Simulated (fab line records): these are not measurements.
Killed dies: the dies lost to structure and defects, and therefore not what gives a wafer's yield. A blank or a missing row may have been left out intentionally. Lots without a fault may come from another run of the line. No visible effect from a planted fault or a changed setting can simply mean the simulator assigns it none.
fab line records	flow ritCmos
record lots=14	wafers=42	lastDay=7
route steps=202 shown SPACER@130 SILICIDE@164 CONTACT@168 M1@196
lots with no fault: from the same line, run without faults
startH: the number of hours between the record's first day and the start of the first shown wafer of the lot	waitH: time in hours since the lot's previous step	" repeats the value in the row above	L1.1+2: a single row standing in for several wafers	- value missing, or start not given	* or withheld: withheld	< > ~ a bound
route shown NAME@n: NAME is a module with steps in the file, n the number in the route of the first one	usual: mean/standard deviation taken from wafers without a fault	same: alike in all rows	chamber/n: place in a boat	sites: readings site by site	_std_site: standard deviation of those values	_edge_site: outer sites' mean less inner sites'	radiusMm: how far each site lies from the wafer's centre	mask NAME#n: copy n	behind: tool/chamber where the wafer was last shaped	hold: why the lot was held/for how many hours/how that ended	device: which transistor (n, p or np) failed to switch	end of line: at the end of the route, the tests of the same wafers	a step without rows: its recipe alone	killed: dies that structure and defects cost at the first sort, which is not the same as the wafer's yield	map: the dies of a wafer, with x for killed, . for not killed, _ for no die there
set.NAME: the setting as run; set.NAME@STEP: as run at that earlier step	model.NAME: the simulator's own value behind a step, which no gauge read
one table for each step of the route and one row for each wafer, over a sample of lots
services: from which hour (startH, from the record's first day; less than 0 if before it) a tool's chamber was out of use, for how many hours, and why
## steps
# step RIT_SPACER_ETCHBACK_05
# recipe targetDepthA=2500	SF6_flow_sccm=30	CHF3_flow_sccm=30	target=Si3N4	chemistry=SF6/CHF3	pressureMtorr=40	rfW=250	timeS=240	stopOn=SiO2
# usual drypumpMotorCurrentA=5.6/0.55	oesProductAu=0.845/0.011	throttleValvePct=10.28/0.1
# same timeS=240
lot.wafer	tool	chamber	startH	waitH	drypumpMotorCurrentA	oesProductAu	rfHoursCounterH	throttleValvePct
L614.1	rieDiel-02	2	52.03	0.1	5.4	0.830	111	10.42
L614.3	"	3	"	"	5.1	0.851	6	10.38
L614.4	"	0	"	"	6.1	0.829	52	10.26
L615.1	rieDiel-02	2	55.99	0.1	5.4	0.818	111	10.42
L615.3	"	0	"	"	6.1	0.825	52	10.24
L615.6	"	1	"	"	4.8	0.847	-	10.16
L617.3	rieDiel-01	2	68.14	0.0	5.3	0.850	80	10.23
L617.4	"	0	"	"	5.3	0.831	131	10.12
L617.6	"	1	"	"	5.9	0.836	-	10.39
L618.2	rieDiel-02	0	72.31	0.0	6.1	0.845	52	10.26
L618.5	"	2	"	"	5.4	0.824	-	10.43
L618.6	"	3	"	"	5.1	0.854	-	10.38
L619.3	rieDiel-04	2	77.89	0.0	5.0	0.848	25	10.36
L619.4	"	3	"	"	5.9	0.845	43	10.30
L619.6	"	2	"	"	5.0	0.846	-	10.37
L625.2	rieDiel-04	0	106.40	0.0	5.1	0.869	126	10.28
L625.4	"	2	"	"	5.1	0.849	26	10.36
L625.5	"	2	"	"	5.0	0.846	-	10.37
L626.1	rieDiel-01	0	110.21	0.1	5.3	0.851	132	10.13
L626.3	"	3	"	"	6.5	0.838	16	10.13
L626.5	"	2	"	"	5.3	0.861	-	10.23
L627.1	rieDiel-04	0	116.86	0.1	5.1	0.833	126	10.28
L627.3	"	2	"	"	5.0	0.837	26	10.35
L627.6	"	2	"	"	5.0	0.847	-	10.36
L629.1	rieDiel-02	0	125.98	0.1	6.1	0.830	53	10.24
L629.2	"	2	"	"	5.5	0.834	112	10.42
L629.5	"	2	"	"	5.5	0.835	-	10.43
L631.1	rieDiel-01	0	137.28	0.1	5.3	0.831	133	10.12
L631.5	"	0	"	"	5.3	0.828	-	10.11
L631.6	"	1	"	"	5.9	0.836	-	10.38
L633.1	rieDiel-01	0	146.41	0.1	5.3	0.840	133	10.12
L633.5	"	2	"	"	5.3	0.851	-	10.25
L633.6	"	3	"	"	6.5	0.836	-	10.15
L634.1	rieDiel-01	3	149.99	0.1	6.5	0.842	17	10.15
L634.4	"	2	"	"	5.3	0.855	82	10.25
L634.5	"	2	"	"	5.3	0.845	-	10.25
L635.1	rieDiel-02	1	156.69	0.1	4.8	0.879	88	10.16
L635.4	"	3	"	"	5.1	0.849	7	10.37
L635.5	"	1	"	"	4.9	0.864	-	10.15
L636.3	rieDiel-04	2	161.45	0.0	5.0	0.854	27	10.35
L636.5	"	3	"	"	5.9	0.858	-	10.28
L636.6	"	2	"	"	5.0	0.862	-	10.36
# step RIT_SILICIDE_THK_MEAS_03
# recipe thkMeasGauge=xrf	reads=Ti_of_SILICIDE_SPUTTER_01
# usual SILICIDE_TI_THK=30.1/0.39
lot.wafer	tool	chamber	startH	waitH	SILICIDE_TI_THK[nm]
L614.1	filmMetro-01	-	56.34	0.1	29.4
L614.3	"	-	"	"	28.9
L614.4	"	-	"	"	29.4
L615.1	filmMetro-02	-	60.30	0.1	30.6
L615.3	"	-	"	"	30.3
L615.6	"	-	"	"	30.8
L617.3	filmMetro-03	-	72.59	0.1	30.2
L617.4	"	-	"	"	29.8
L617.6	"	-	"	"	30.4
L618.2	filmMetro-02	-	76.94	0.1	30.4
L618.5	"	-	"	"	30.4
L618.6	"	-	"	"	30.7
L619.3	filmMetro-01	-	82.55	0.1	29.6
L619.4	"	-	"	"	29.8
L619.6	"	-	"	"	29.8
L625.2	filmMetro-02	-	110.71	0.1	30.3
L625.4	"	-	"	"	30.3
L625.5	"	-	"	"	30.3
L626.1	filmMetro-02	-	114.80	0.1	30.0
L626.3	"	-	"	"	29.7
L626.5	"	-	"	"	30.1
L627.1	filmMetro-01	-	121.17	0.1	30.1
L627.3	"	-	"	"	30.1
L627.6	"	-	"	"	30.1
L629.1	filmMetro-02	-	130.41	0.1	29.8
L629.2	"	-	"	"	30.0
L629.5	"	-	"	"	29.7
L631.1	filmMetro-02	-	141.58	0.1	30.3
L631.5	"	-	"	"	29.9
L631.6	"	-	"	"	30.6
L633.1	filmMetro-01	-	150.61	0.1	29.6
L633.5	"	-	"	"	29.8
L633.6	"	-	"	"	29.6
L634.1	filmMetro-02	-	154.42	0.1	30.4
L634.4	"	-	"	"	30.5
L634.5	"	-	"	"	30.3
L635.1	filmMetro-02	-	161.19	0.1	30.6
L635.4	"	-	"	"	30.5
L635.5	"	-	"	"	30.6
L636.3	filmMetro-02	-	165.98	0.1	30.3
L636.5	"	-	"	"	30.1
L636.6	"	-	"	"	30.3
# step RIT_CONTACT_CVD_00
# recipe material=SiO2	targetThkNm=400	precursor=TEOS	tempC=390	timeS=61	rfW=400
# usual heaterPowerW=318/54
# same timeS=61
lot.wafer	tool	chamber	startH	waitH	heaterPowerW	sinceWetCleanH
L614.1	pecvd-01	1	56.57	0.1	367	612
L614.3	"	0	"	"	373	612
L614.4	"	2	"	"	306	-
L615.1	pecvd-04	0	60.53	0.1	322	1006
L615.3	"	1	"	"	236	1006
L615.6	"	2	"	"	360	-
L617.3	pecvd-01	0	72.80	0.0	370	628
L617.4	"	2	"	"	273	-
L617.6	"	0	"	"	411	-
L618.2	pecvd-04	1	77.17	0.0	231	1023
L618.5	"	0	"	"	320	-
L618.6	"	1	"	"	243	-
L619.3	pecvd-03	0	82.76	0.0	220	234
L619.4	"	0	"	"	235	-
L619.6	"	1	"	"	309	-
L625.2	pecvd-03	0	110.94	0.0	221	262
L625.4	"	1	"	"	257	-
L625.5	"	0	"	"	231	-
L626.1	pecvd-01	1	115.04	0.1	370	670
L626.3	"	0	"	"	433	670
L626.5	"	1	"	"	378	-
L627.1	pecvd-04	1	121.40	0.1	236	1067
L627.3	"	2	"	"	343	1067
L627.6	"	0	"	"	326	-
L629.1	pecvd-01	1	130.64	0.1	363	686
L629.2	"	2	"	"	256	686
L629.5	"	1	"	"	369	-
L631.1	pecvd-03	0	141.82	0.1	265	293
L631.5	"	2	"	"	266	-
L631.6	"	1	"	"	349	-
L633.1	pecvd-04	1	150.84	0.1	286	1097
L633.5	"	2	"	"	374	-
L633.6	"	1	"	"	206	-
L634.1	pecvd-03	2	154.70	0.1	312	305
L634.4	"	2	"	"	331	-
L634.5	"	0	"	"	244	-
L635.1	pecvd-01	1	161.46	0.1	382	717
L635.4	"	2	"	"	283	-
L635.5	"	0	"	"	432	-
L636.3	pecvd-04	0	166.20	0.0	340	1112
L636.5	"	0	"	"	345	-
L636.6	"	2	"	"	331	-
# step RIT_M1_METAL_ETCH_12
# recipe stopOn=SiO2	chemistry=Cl2/BCl3	target=Al	timeS=165	overEtchFrac=0.5	pressureMtorr=100	targetDepthA=6000	rfW=250	Cl2_flow_sccm=60	bcl3FlowSccm=50
# usual bcl3FlowSccm=50.01/0.15	chamberPressureMTorr=100.00/0.087	drypumpMotorCurrentA=5.4/0.53	oesProductAu=0.780/0.014	throttleValvePct=8.23/0.13	timeS=165/0
lot.wafer	tool	chamber	startH	waitH	bcl3FlowSccm	chamberPressureMTorr	drypumpMotorCurrentA	oesProductAu	rfHoursCounterH	throttleValvePct	timeS
L614.1	rieMetal-04	0	60.76	0.2	49.72	99.93	5.2	0.763	2	8.18	165
L614.3	"	1	"	"	50.17	100.13	5.3	0.791	-	8.37	165
L614.4	"	0	"	"	49.94	99.98	5.2	0.755	-	8.17	165
L615.1	rieMetal-02	1	64.78	0.2	49.95	100.00	6.1	0.798	35	8.48	165
L615.3	"	1	"	"	50.00	99.88	6.1	0.797	-	8.49	165
L615.6	"	0	"	"	50.03	100.07	4.6	0.779	-	8.11	165
L617.3	rieMetal-04	1	77.19	0.2	50.02	100.01	5.4	0.789	-	8.37	165
L617.4	"	0	"	"	49.98	100.04	5.2	0.762	-	8.18	165
L617.6	"	1	"	"	50.19	99.99	5.3	0.790	-	8.38	165
L618.2	rieMetal-02	0	81.46	0.2	50.13	99.99	4.6	0.789	33	8.10	165
L618.5	"	0	"	"	50.18	100.06	4.6	0.793	-	8.09	165
L618.6	"	1	"	"	50.28	100.06	6.1	0.800	-	8.49	165
L619.3	rieMetal-03	0	87.13	0.2	49.98	99.92	6.2	0.783	-	8.13	165
L619.4	"	1	"	"	50.03	100.03	5.3	0.783	-	8.17	165
L619.6	"	1	"	"	50.02	99.99	5.4	0.783	-	8.16	165
L625.2	rieMetal-03	1	115.24	0.2	50.14	100.19	5.3	0.789	4	8.17	165
L625.4	"	0	"	"	49.82	99.92	6.2	0.785	-	8.13	165
L625.5	"	0	"	"	49.90	100.05	6.2	0.788	-	8.14	165
L626.1	rieMetal-04	1	119.30	0.2	-	-	-	-	-	-	-
L626.3	"	0	"	"	-	-	-	-	-	-	-
L626.5	"	0	"	"	-	-	-	-	-	-	-
L627.1	rieMetal-02	0	125.70	0.2	-	-	-	-	-	-	-
L627.3	"	0	"	"	-	-	-	-	-	-	-
L627.6	"	1	"	"	-	-	-	-	-	-	-
L629.1	rieMetal-04	0	135.06	0.2	49.91	99.92	5.2	0.749	3	8.16	165
L629.2	"	1	"	"	50.02	100.21	5.3	0.785	3	8.38	165
L629.5	"	1	"	"	49.85	99.92	5.3	0.797	-	8.37	165
L631.1	rieMetal-04	1	146.41	0.2	50.12	99.94	5.3	0.778	3	8.39	165
L631.5	"	1	"	"	50.12	99.98	5.3	0.777	-	8.39	165
L631.6	"	0	"	"	50.09	100.07	5.2	0.762	-	8.18	165
L633.1	rieMetal-04	0	155.69	0.2	49.93	100.01	5.2	0.760	4	8.19	165
L633.5	"	1	"	"	50.09	99.91	5.3	0.792	-	8.38	165
L633.6	"	0	"	"	50.03	100.04	5.2	0.754	-	8.19	165
L634.1	rieMetal-02	0	159.18	0.2	49.96	100.01	4.6	0.775	0	8.11	165
L634.4	"	0	"	"	49.97	100.01	4.7	0.775	-	8.09	165
L634.5	"	0	"	"	49.97	100.04	4.6	0.777	-	8.09	165
L635.1	rieMetal-03	0	165.87	0.2	50.09	99.91	6.2	0.786	5	8.13	165
L635.4	"	0	"	"	50.12	99.96	6.2	0.784	-	8.16	165
L635.5	"	0	"	"	49.78	100.08	6.3	0.788	-	8.16	165
L636.3	rieMetal-04	0	170.48	0.2	49.89	99.95	5.2	0.764	-	8.19	165
L636.5	"	1	"	"	50.20	99.92	5.3	0.791	-	8.38	165
L636.6	"	0	"	"	49.72	99.92	5.2	0.763	-	8.18	165
# step RIT_M1_CD_MEAS_90
# recipe targetCdNm=2600
# usual cdNm=2599.7/2.8
lot.wafer	tool	chamber	startH	waitH	cdNm
L614.1	cdSem-02	-	61.29	0.1	2601.2
L614.3	"	-	"	"	2601.5
L614.4	"	-	"	"	2599.8
L615.1	cdSem-02	-	65.29	0.1	2598.7
L615.3	"	-	"	"	2600.3
L615.6	"	-	"	"	2596.5
L617.3	cdSem-01	-	77.70	0.1	2598.2
L617.4	"	-	"	"	2598.0
L617.6	"	-	"	"	2596.9
L618.2	cdSem-02	-	82.01	0.1	2600.0
L618.5	"	-	"	"	2600.5
L618.6	"	-	"	"	2603.6
L619.3	cdSem-01	-	87.63	0.1	2600.4
L619.4	"	-	"	"	2600.7
L619.6	"	-	"	"	2601.4
L625.2	cdSem-01	-	115.77	0.1	2598.9
L625.4	"	-	"	"	2597.5
L625.5	"	-	"	"	2601.8
L626.1	cdSem-01	-	119.81	0.1	-
L626.3	"	-	"	"	-
L626.5	"	-	"	"	-
L627.1	cdSem-02	-	126.21	0.1	-
L627.3	"	-	"	"	-
L627.6	"	-	"	"	-
L629.1	cdSem-02	-	135.57	0.1	2602.1
L629.2	"	-	"	"	2599.5
L629.5	"	-	"	"	2600.0
L631.1	cdSem-02	-	146.92	0.1	2599.6
L631.5	"	-	"	"	2599.0
L631.6	"	-	"	"	2597.8
L633.1	cdSem-02	-	156.20	0.1	2595.3
L633.5	"	-	"	"	2595.2
L633.6	"	-	"	"	2596.1
L634.1	cdSem-02	-	159.87	0.1	2598.1
L634.4	"	-	"	"	2596.5
L634.5	"	-	"	"	2597.7
L635.1	cdSem-01	-	166.39	0.1	2595.1
L635.4	"	-	"	"	2594.7
L635.5	"	-	"	"	2598.0
L636.3	cdSem-02	-	171.16	0.1	2600.0
L636.5	"	-	"	"	2598.4
L636.6	"	-	"	"	2599.6
# step RIT_M1_PROBE_99
# usual defectLimitedYield=97.3/1.3	killed_at_M0_to_M3=0.0/0.083	killedAtContacts=0.1/0.25	killedAtFrontEnd=7/3.3	killedDies=7/3.3	killedOnRim=2.0/1.5	killedOpen=3.6/2	killedShort=3.6/2.1	sort_bin_3_pad_short=0.1/0.25	sort_bin_5_function=1.6/0.91	sort_bin_6_memory=1.0/0.65	sortNPass=257/3.3	sortYieldPct=97.3/1.3
# same grossDies=264	killed_at_M4_up=0	killedAtBackSide=0	killedAtOther=0
lot.wafer	tool	chamber	startH	waitH	defectLimitedYield[%]	killed_at_M0_to_M3	killedAtContacts	killedAtFrontEnd	killedDies	killedOnRim	killedOpen	killedShort	sort_bin_3_pad_short[%]	sort_bin_5_function[%]	sort_bin_6_memory[%]	sortNPass	sortYieldPct[%]
L614.1	prober-02	-	63.44	0.1	94.3	0	0	15	15	2	7	8	0.8	1.1	3.8	249	94.3
L614.3	prober-02	-	63.54	0.2	97.7	0	0	6	6	1	3	3	0.4	1.1	0.8	258	97.7
L614.4	prober-02	-	63.59	0.2	97.0	0	0	8	8	2	3	5	0	1.9	1.1	256	97.0
L615.1	prober-01	-	67.03	0.1	97.0	0	0	8	8	1	5	3	0.4	1.1	1.5	256	97.0
L615.3	prober-01	-	67.13	0.2	97.3	0	0	7	7	2	3	4	0	1.5	1.1	257	97.3
L615.6	prober-01	-	67.28	0.2	96.2	0	0	10	10	2	6	4	0	2.7	1.1	254	96.2
L617.3	prober-01	-	79.60	0.2	96.6	0	0	9	9	4	5	4	0	2.3	1.1	255	96.6
L617.4	prober-01	-	79.65	0.2	97.7	0	0	6	6	0	5	1	0	1.1	1.1	258	97.7
L617.6	prober-01	-	79.75	0.2	98.1	0	0	5	5	1	3	2	0	1.1	0.8	259	98.1
L618.2	prober-02	-	83.78	0.1	97.7	0	1	5	6	2	4	2	0	1.1	1.1	258	97.7
L618.5	prober-02	-	83.93	0.2	97.7	0	0	6	6	2	3	3	0.4	1.1	0.8	258	97.7
L618.6	prober-02	-	83.98	0.2	98.9	0	0	3	3	2	1	2	0	0.8	0.4	261	98.9
L619.3	prober-01	-	89.43	0.2	98.9	0	0	3	3	0	1	2	0	0.8	0.4	261	98.9
L619.4	prober-01	-	89.48	0.2	98.9	0	0	3	3	0	2	1	0.4	0.8	0	261	98.9
L619.6	prober-01	-	89.58	0.2	99.2	0	0	2	2	2	1	1	0	0.8	0	262	99.2
L625.2	prober-01	-	117.54	0.1	97.3	0	0	7	7	2	2	5	0.4	1.1	1.1	257	97.3
L625.4	prober-01	-	117.64	0.2	98.1	0	0	5	5	0	3	2	0.4	1.1	0.4	259	98.1
L625.5	prober-01	-	117.69	0.2	97.7	0	0	6	6	1	2	4	0.8	1.1	0.4	258	97.7
L626.1	prober-02	-	121.55	0.1	0	260	0	4	264	70	3	1	0	98.9	1.1	0	0
L626.3	prober-02	-	121.65	0.2	0	256	1	7	264	70	2	6	0.8	98.5	0.8	0	0
L626.5	prober-02	-	121.75	0.2	0	253	0	11	264	70	6	5	0.8	98.5	0.8	0	0
L627.1	prober-01	-	127.95	0.1	0	256	0	8	264	70	5	3	0	99.6	0.4	0	0
L627.3	prober-01	-	128.05	0.2	0	257	0	7	264	70	4	3	0	98.5	1.5	0	0
L627.6	prober-01	-	128.20	0.2	0	256	0	8	264	70	5	3	0	98.5	1.5	0	0
L629.1	prober-01	-	137.31	0.1	95.1	0	0	13	13	3	5	8	0	3.0	1.9	251	95.1
L629.2	prober-01	-	137.36	0.1	96.6	0	1	8	9	3	5	4	0.4	1.9	1.1	255	96.6
L629.5	prober-01	-	137.51	0.2	97.0	0	0	8	8	4	4	4	0	1.9	1.1	256	97.0
L631.1	prober-01	-	148.71	0.1	94.3	0	0	15	15	1	8	7	0	4.2	1.5	249	94.3
L631.5	prober-01	-	148.91	0.2	96.6	0	0	9	9	2	4	5	0	1.1	2.3	255	96.6
L631.6	prober-01	-	148.96	0.2	95.1	0	0	13	13	4	8	5	0	3.0	1.9	251	95.1
L633.1	prober-01	-	157.94	0.1	97.0	0	0	8	8	2	4	4	0	1.9	1.1	256	97.0
L633.5	prober-01	-	158.14	0.2	96.6	0	1	8	9	4	2	7	0	2.3	1.1	255	96.6
L633.6	prober-01	-	158.19	0.2	97.0	0	0	8	8	3	4	4	0	1.5	1.5	256	97.0
L634.1	prober-02	-	161.86	0.1	97.0	0	0	8	8	2	6	2	0	2.3	0.8	256	97.0
L634.4	prober-02	-	162.01	0.2	98.1	0	0	5	5	0	2	3	0	1.1	0.8	259	98.1
L634.5	prober-02	-	162.06	0.2	99.2	0	0	2	2	0	2	0	0	0	0.8	262	99.2
L635.1	prober-01	-	169.16	0.1	97.3	0	0	7	7	3	2	5	0	2.3	0.4	257	97.3
L635.4	prober-01	-	169.31	0.2	96.6	0	0	9	9	3	5	4	0	1.9	1.5	255	96.6
L635.5	prober-01	-	169.36	0.2	96.6	0	0	9	9	6	3	6	1.1	1.5	0.8	255	96.6
L636.3	prober-02	-	174.01	0.2	98.9	0	0	3	3	1	1	2	0	0.4	0.8	261	98.9
L636.5	prober-02	-	174.11	0.2	98.1	0	0	5	5	4	2	3	0.4	0.8	0.8	259	98.1
L636.6	prober-02	-	174.16	0.2	98.1	0	0	5	5	1	1	4	0	1.5	0.4	259	98.1
# killed by level:class
L614.1 GATE:geometricParticle:short=6 FOX1:geometricParticle:open=2 GATE:geometricParticle:open=2 FOX1:geometricParticle:short=1 FOX2:geometricParticle:open=1 REOX:geometricParticle:open=1 SPACER:geometricParticle:open=1 SILICIDE:geometricParticle:short=1
L614.3 GATE:geometricParticle:open=3 FOX1:geometricParticle:short=1 GATE:geometricParticle:short=1 SILICIDE:geometricParticle:short=1
L614.4 FOX1:geometricParticle:short=2 FOX1:geometricParticle:open=1 GATE:geometricParticle:short=1 GATE:geometricParticle:open=1 REOX:geometricParticle:short=1 REOX:geometricParticle:open=1 SPACER:geometricParticle:short=1
L615.1 GATE:geometricParticle:short=3 GATE:geometricParticle:open=2 FOX1:geometricParticle:open=1 REOX:geometricParticle:open=1 SILICIDE:geometricParticle:open=1
L615.3 GATE:geometricParticle:short=3 GATE:geometricParticle:open=2 REOX:geometricParticle:open=1 SILICIDE:geometricParticle:short=1
L615.6 FOX1:geometricParticle:open=2 FOX2:geometricParticle:open=2 GATE:geometricParticle:open=2 REOX:geometricParticle:short=2 FOX2:geometricParticle:short=1 GATE:geometricParticle:short=1
L617.3 GATE:geometricParticle:open=4 GATE:geometricParticle:short=4 REOX:geometricParticle:open=1
L617.4 SPACER:geometricParticle:open=2 GATE:geometricParticle:short=1 GATE:geometricParticle:open=1 REOX:geometricParticle:open=1 SILICIDE:geometricParticle:open=1
L617.6 GATE:geometricParticle:short=2 GATE:geometricParticle:open=1 SPACER:geometricParticle:open=1 SILICIDE:geometricParticle:open=1
L618.2 FOX2:geometricParticle:open=2 FOX1:geometricParticle:short=1 GATE:geometricParticle:short=1 GATE:geometricParticle:open=1 CONTACT:geometricParticle:open=1
L618.5 FOX2:geometricParticle:open=1 FOX2:geometricParticle:short=1 GATE:geometricParticle:open=1 REOX:geometricParticle:short=1 REOX:geometricParticle:open=1 SPACER:geometricParticle:short=1
L618.6 FOX1:geometricParticle:open=1 GATE:geometricParticle:short=1 SILICIDE:geometricParticle:short=1
L619.3 FOX1:geometricParticle:open=1 GATE:geometricParticle:short=1 SILICIDE:geometricParticle:short=1
L619.4 FOX1:geometricParticle:open=1 GATE:geometricParticle:short=1 SILICIDE:geometricParticle:open=1
L619.6 GATE:geometricParticle:open=1 SILICIDE:geometricParticle:short=1
L625.2 FOX1:geometricParticle:short=2 FOX2:geometricParticle:open=1 GATE:geometricParticle:short=1 REOX:geometricParticle:short=1 SPACER:geometricParticle:short=1 SPACER:geometricParticle:open=1
L625.4 GATE:geometricParticle:open=3 SPACER:geometricParticle:short=2
L625.5 GATE:geometricParticle:short=3 FOX2:geometricParticle:open=1 GATE:geometricParticle:open=1 SPACER:geometricParticle:short=1
L626.1 M1:areaEtch=260 FOX1:geometricParticle:open=1 FOX2:geometricParticle:short=1 GATE:geometricParticle:open=1 SILICIDE:geometricParticle:open=1
L626.3 M1:areaEtch=256 GATE:geometricParticle:short=3 FOX1:geometricParticle:open=1 FOX1:geometricParticle:short=1 FOX2:geometricParticle:short=1 SILICIDE:geometricParticle:open=1 CONTACT:geometricParticle:short=1
L626.5 M1:areaEtch=253 FOX1:geometricParticle:open=2 FOX1:geometricParticle:short=2 FOX2:geometricParticle:short=2 GATE:geometricParticle:open=2 GATE:geometricParticle:short=1 REOX:geometricParticle:open=1 SILICIDE:geometricParticle:open=1
L627.1 M1:areaEtch=256 SILICIDE:geometricParticle:open=3 GATE:geometricParticle:short=2 GATE:geometricParticle:open=2 SPACER:geometricParticle:short=1
L627.3 M1:areaEtch=257 GATE:geometricParticle:short=2 FOX1:geometricParticle:open=1 FOX2:geometricParticle:short=1 GATE:geometricParticle:open=1 REOX:geometricParticle:open=1 SPACER:geometricParticle:open=1
L627.6 M1:areaEtch=256 GATE:geometricParticle:open=3 FOX1:geometricParticle:open=1 REOX:geometricParticle:short=1 SPACER:geometricParticle:short=1 SPACER:geometricParticle:open=1 SILICIDE:geometricParticle:short=1
L629.1 REOX:geometricParticle:short=3 FOX1:geometricParticle:short=2 GATE:geometricParticle:open=2 SILICIDE:geometricParticle:short=2 FOX1:geometricParticle:open=1 FOX2:geometricParticle:short=1 SPACER:geometricParticle:open=1 SILICIDE:geometricParticle:open=1
L629.2 GATE:geometricParticle:open=3 SPACER:geometricParticle:short=2 SPACER:geometricParticle:open=1 SILICIDE:geometricParticle:open=1 SILICIDE:geometricParticle:short=1 CONTACT:geometricParticle:short=1
L629.5 GATE:geometricParticle:open=3 GATE:geometricParticle:short=2 FOX1:geometricParticle:short=1 FOX2:geometricParticle:open=1 SPACER:geometricParticle:short=1
L631.1 GATE:geometricParticle:short=3 SPACER:geometricParticle:open=3 REOX:geometricParticle:short=2 REOX:geometricParticle:open=2 FOX1:geometricParticle:short=1 FOX1:geometricParticle:open=1 FOX2:geometricParticle:open=1 GATE:geometricParticle:open=1
L631.5 GATE:geometricParticle:open=2 REOX:geometricParticle:short=2 FOX2:geometricParticle:short=1 GATE:geometricParticle:short=1 SPACER:geometricParticle:short=1 SPACER:geometricParticle:open=1 SILICIDE:geometricParticle:open=1
L631.6 REOX:geometricParticle:short=4 GATE:geometricParticle:open=3 REOX:geometricParticle:open=3 FOX1:geometricParticle:open=1 GATE:geometricParticle:short=1 SPACER:geometricParticle:open=1
L633.1 GATE:geometricParticle:open=3 GATE:geometricParticle:short=2 REOX:geometricParticle:short=2 FOX1:geometricParticle:open=1
L633.5 GATE:geometricParticle:short=4 FOX1:geometricParticle:short=1 GATE:geometricParticle:open=1 REOX:geometricParticle:short=1 SILICIDE:geometricParticle:short=1 CONTACT:geometricParticle:open=1
L633.6 FOX1:geometricParticle:short=2 GATE:geometricParticle:open=2 GATE:geometricParticle:short=2 ACTIVE:geometricParticle:open=1 FOX1:geometricParticle:open=1
L634.1 GATE:geometricParticle:open=2 REOX:geometricParticle:open=2 SPACER:geometricParticle:open=2 GATE:geometricParticle:short=1 SPACER:geometricParticle:short=1
L634.4 REOX:geometricParticle:short=2 FOX1:geometricParticle:open=1 SILICIDE:geometricParticle:open=1 SILICIDE:geometricParticle:short=1
L634.5 GATE:geometricParticle:open=1 REOX:geometricParticle:open=1
L635.1 GATE:geometricParticle:open=2 SPACER:geometricParticle:short=2 FOX1:geometricParticle:short=1 REOX:geometricParticle:short=1 SILICIDE:geometricParticle:short=1
L635.4 GATE:geometricParticle:open=3 REOX:geometricParticle:short=2 REOX:geometricParticle:open=1 SPACER:geometricParticle:open=1 SPACER:geometricParticle:short=1 SILICIDE:geometricParticle:short=1
L635.5 GATE:geometricParticle:short=2 SPACER:geometricParticle:short=2 FOX1:geometricParticle:open=1 FOX1:geometricParticle:short=1 GATE:geometricParticle:open=1 SILICIDE:geometricParticle:short=1 SILICIDE:geometricParticle:open=1
L636.3 FOX1:geometricParticle:short=1 REOX:geometricParticle:short=1 REOX:geometricParticle:open=1
L636.5 GATE:geometricParticle:short=2 REOX:geometricParticle:open=1 SILICIDE:geometricParticle:open=1 SILICIDE:geometricParticle:short=1
L636.6 FOX1:geometricParticle:open=1 GATE:geometricParticle:short=1 REOX:geometricParticle:short=1 SPACER:geometricParticle:short=1 SILICIDE:geometricParticle:short=1
## services
tool	chamber	startH	hours	kind
rieDiel-02	1	34.50	4.5	repair
rieMetal-03	-	35.03	38.9	repair
rieDiel-01	1	98.07	-	clean
rieDiel-01	1	98.07	-	consumableReplace:esc
rieDiel-01	1	98.07	27.3	scheduledDown
rieDiel-01	1	98.07	27.3	ventCycle
pecvd-01	0	126.64	3.0	repair
rieMetal-02	-	136.12	20.0	pm
rieMetal-02	0	136.12	20.0	ventCycle
rieMetal-02	1	136.12	29.4	ventCycle
rieMetal-02	1	154.01	11.5	repair
rieMetal-02	0	156.12	-	clean
rieMetal-02	1	156.12	-	clean
## key
firstSign step=RIT_M1_METAL_ETCH_12	reading=toolRecord	direction=missing
effect step=RIT_M1_CD_MEAS_90	reading=cdNm	direction=missing
effect step=RIT_M1_PROBE_99	reading=killed_at_M0_to_M3	direction=up	sigmas=99+	usual=0.0	struck=256.3
moreKillsBornAt RIT_M1_METAL_ETCH_12@rieMetal-04=769	RIT_M1_METAL_ETCH_12@rieMetal-02=769
metAt RIT_M1_METAL_ETCH_12
struckLots L626,L627
laterRowsLeftOut L626.1,L626.3,L626.5,L627.1,L627.3,L627.6
notActingAt RIT_SPACER_ETCHBACK_05,RIT_SILICIDE_THK_MEAS_03,RIT_CONTACT_CVD_00
onsetBetween 81.46 119.30
fault kind=skippedStepWhole	tool=rieMetal-02,rieMetal-04	chamber=-	onsetH=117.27	steps=RIT_M1_METAL_ETCH_12	scope=struckLotsOnly
# laterRowsLeftOut: the simulator's readings of these wafers behind a module that went badly wrong aren't trusted and aren't shown, but for the sort
